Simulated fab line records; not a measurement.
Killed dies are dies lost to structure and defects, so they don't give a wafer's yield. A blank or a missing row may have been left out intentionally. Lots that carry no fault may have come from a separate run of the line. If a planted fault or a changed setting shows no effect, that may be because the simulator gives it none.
Which tool did it? || flow ritCmos || 39 wafers from 13 lots sampled at 2 of the route's 202 steps

## WHAT EACH GAUGE READ, for each wafer
No reading from a measuring or inspecting step in the record can be judged against a usual standard deviation.

## EACH LOT AND THE TOOL THAT RAN IT (in order: tool; ch and the chambers of the sampled wafers; start)
{"lot": "L164", "RIT_GATE_WET_ETCH_00": "wetBench-01 ch 0, day 2 17:15", "RIT_M1_PROBE_99": "-"}
{"lot": "L166", "RIT_GATE_WET_ETCH_00": "wetBench-01 ch 0, day 3 04:36", "RIT_M1_PROBE_99": "-"}
{"lot": "L167", "RIT_GATE_WET_ETCH_00": "wetBench-04 ch 0, day 3 09:46", "RIT_M1_PROBE_99": "-"}
{"lot": "L168", "RIT_GATE_WET_ETCH_00": "wetBench-01 ch 2, day 3 15:58", "RIT_M1_PROBE_99": "-"}
{"lot": "L169", "RIT_GATE_WET_ETCH_00": "wetBench-02 ch 3, day 3 20:05", "RIT_M1_PROBE_99": "prober-01, day 4 21:31"}
{"lot": "L170", "RIT_GATE_WET_ETCH_00": "wetBench-04 ch 0, day 3 23:58", "RIT_M1_PROBE_99": "-"}
{"lot": "L171", "RIT_GATE_WET_ETCH_00": "wetBench-04 ch 3, day 4 04:41", "RIT_M1_PROBE_99": "-"}
{"lot": "L172", "RIT_GATE_WET_ETCH_00": "wetBench-04 ch 1, day 4 09:49", "RIT_M1_PROBE_99": "prober-02, day 5 11:01"}
{"lot": "L179", "RIT_GATE_WET_ETCH_00": "wetBench-04 ch 1, day 5 21:41", "RIT_M1_PROBE_99": "prober-01, day 6 23:43"}
{"lot": "L182", "RIT_GATE_WET_ETCH_00": "wetBench-02 ch 0, day 6 11:01", "RIT_M1_PROBE_99": "prober-02, day 7 15:50"}
{"lot": "L183", "RIT_GATE_WET_ETCH_00": "wetBench-04 ch 3, day 6 16:25", "RIT_M1_PROBE_99": "-"}
{"lot": "L184", "RIT_GATE_WET_ETCH_00": "wetBench-02 ch 0, day 6 22:31", "RIT_M1_PROBE_99": "-"}
{"lot": "L185", "RIT_GATE_WET_ETCH_00": "wetBench-02 ch 3, day 7 04:56", "RIT_M1_PROBE_99": "-"}
- RIT_GATE_WET_ETCH_00: etches SiO2 in BOE, target depth 56 nm, time 60 s.
- RIT_M1_PROBE_99

## WHAT THE TOOLS THEMSELVES READ (means of the sampled wafers that have a number; where no wafer has one, the mark that the record gives instead)
RIT_M1_PROBE_99. Usual: killed_at_M0_to_M3 is 0.0 with standard deviation 0.14, killedAtContacts is 0.0 with standard deviation 0.22, killedAtFrontEnd is 7 with standard deviation 3, killedDies is 7 with standard deviation 3.1, killedOnRim is 1.9 with standard deviation 1.3, killedOpen is 3.4 with standard deviation 2.1, and killedShort is 3.2 with standard deviation 1.9.
{"lot": "L169", "tool": "prober-01", "killed_at_M0_to_M3": 0.0, "killedAtContacts": 0.3, "killedAtFrontEnd": 6, "killedDies": 7, "killedOnRim": 2.3, "killedOpen": 3.3, "killedShort": 3.3, "flag": ""}
{"lot": "L172", "tool": "prober-02", "killed_at_M0_to_M3": 0.0, "killedAtContacts": 0.0, "killedAtFrontEnd": 5, "killedDies": 5, "killedOnRim": 1.7, "killedOpen": 2.3, "killedShort": 2.3, "flag": ""}
{"lot": "L179", "tool": "prober-01", "killed_at_M0_to_M3": 0.0, "killedAtContacts": 0.0, "killedAtFrontEnd": 35, "killedDies": 35, "killedOnRim": 2.7, "killedOpen": 3.3, "killedShort": 2.0, "flag": "OFF"}
{"lot": "L182", "tool": "prober-02", "killed_at_M0_to_M3": 0.0, "killedAtContacts": 0.0, "killedAtFrontEnd": 11, "killedDies": 11, "killedOnRim": 3.3, "killedOpen": 5.0, "killedShort": 6.0, "flag": ""}

## THE ANSWER, worked out from the rows above alone
Rule: a lot counts as off when the mean over its wafers that have a number is more than 3 standard deviations away from the usual mean. A lot without any number at a reading at which 4 lots or more have one is off too. Any other lot the step has rows for is counted as sound. Order of review: gauges by route order, followed by the tools' own readings, for which a lot's mean as printed above is used. At the first step where some lot is off, the reading lying furthest off is the one used; lots without a number count as furthest.
Off, at RIT_M1_PROBE_99 on killedAtFrontEnd: L179. Neither off nor sound, because the step has no rows for them: L164, L166, L167, L168, L170, L171, L183, L184, L185.
If a tool, at that step or one of the process steps before it, ran each lot that is off and ran no sound lot following the first of them, it fits. Undecided on this evidence; 2 tools fit (wetBench-04 at RIT_GATE_WET_ETCH_00, prober-01 at RIT_M1_PROBE_99).

## WHAT THE SIMULATOR PUT IN
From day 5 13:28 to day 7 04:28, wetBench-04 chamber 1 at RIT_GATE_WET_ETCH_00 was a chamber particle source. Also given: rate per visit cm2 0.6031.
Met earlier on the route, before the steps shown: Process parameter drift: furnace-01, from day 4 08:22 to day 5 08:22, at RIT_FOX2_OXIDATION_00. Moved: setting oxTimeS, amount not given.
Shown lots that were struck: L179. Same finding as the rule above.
